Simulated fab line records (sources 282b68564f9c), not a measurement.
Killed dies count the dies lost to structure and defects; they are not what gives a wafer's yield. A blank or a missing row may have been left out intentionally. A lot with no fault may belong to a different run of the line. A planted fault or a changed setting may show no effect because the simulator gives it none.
What tool caused it? | flow rit_cmos | 21 wafers from 7 lots sampled at 2 of the route's 202 steps

## WHAT THE GAUGES READ, wafer by wafer
RIT_GATE_THK_MEAS_09.
lot  | measured    | on            | GATE_POLY_THK (nm)
L988 | day 2 17:19 | film_metro-01 | 249.3 250.2 248.7
L991 | day 3 07:47 | film_metro-01 | 249.0 247.1 247.8
L997 | day 4 15:40 | film_metro-01 | 248.1 246.4 247.6
L999 | day 5 04:33 | film_metro-03 | 248.5 250.3 248.6
L103 | day 5 19:41 | film_metro-04 | 221.4 220.5 221.8
L108 | day 6 21:19 | film_metro-01 | 249.1 250.2 247.6
L110 | day 7 06:40 | film_metro-04 | 249.6 249.9 250.7

## EACH LOT AND THE TOOL THAT RAN IT (in order: tool; ch and the chambers of the sampled wafers; start)
lot  | RIT_GATE_CVD_08
L988 | lpcvd-01 ch 0, day 2 15:43
L991 | lpcvd-01 ch 0, day 3 06:10
L997 | lpcvd-02 ch 1, day 4 14:03
L999 | lpcvd-01 ch 1, day 5 02:56
L103 | lpcvd-02 ch 0, day 5 18:04
L108 | lpcvd-01 ch 0, day 6 19:41
L110 | lpcvd-01 ch 0, day 7 05:04
- RIT_GATE_CVD_08: deposits poly-Si from SiH4, target thk 250 nm, time 2220 s.

## THE ANSWER, worked out from the rows above alone
Rule: the lots themselves supply what counts as usual. Put in order of their means at a reading, lots are off if they are a third of the lots or fewer, leave a main group of 4 or more, and stand apart from it by a gap of 3 or more times the standard deviation of the main group's means; of several such gaps the widest counts. Not used: any main group whose means are identical at the precision the tables above print for the reading. A lot without any number at a reading at which 4 lots or more have one is off too. The other lots that the step has rows for count as sound.
Off: at RIT_GATE_THK_MEAS_09 (GATE_POLY_THK), L103. Main group: mean 248.8 nm, sd 0.9.
A tool fits if, at a process step before that reading, it ran every lot that is off, and no sound lot after the first of them. Those tools and the gauges at RIT_GATE_THK_MEAS_09 are tried in the same way. One fits: lpcvd-02 at RIT_GATE_CVD_08. Its last sound lot is L997 (day 4 14:03), its first lot that is off L103 (day 5 18:04): a fault that began between those two fits.

## WHAT THE SIMULATOR PUT IN
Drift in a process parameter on lpcvd-02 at RIT_GATE_CVD_08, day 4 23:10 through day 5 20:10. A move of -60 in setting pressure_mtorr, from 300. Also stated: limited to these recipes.
Lots struck among those shown: L103. The rule above found the same.
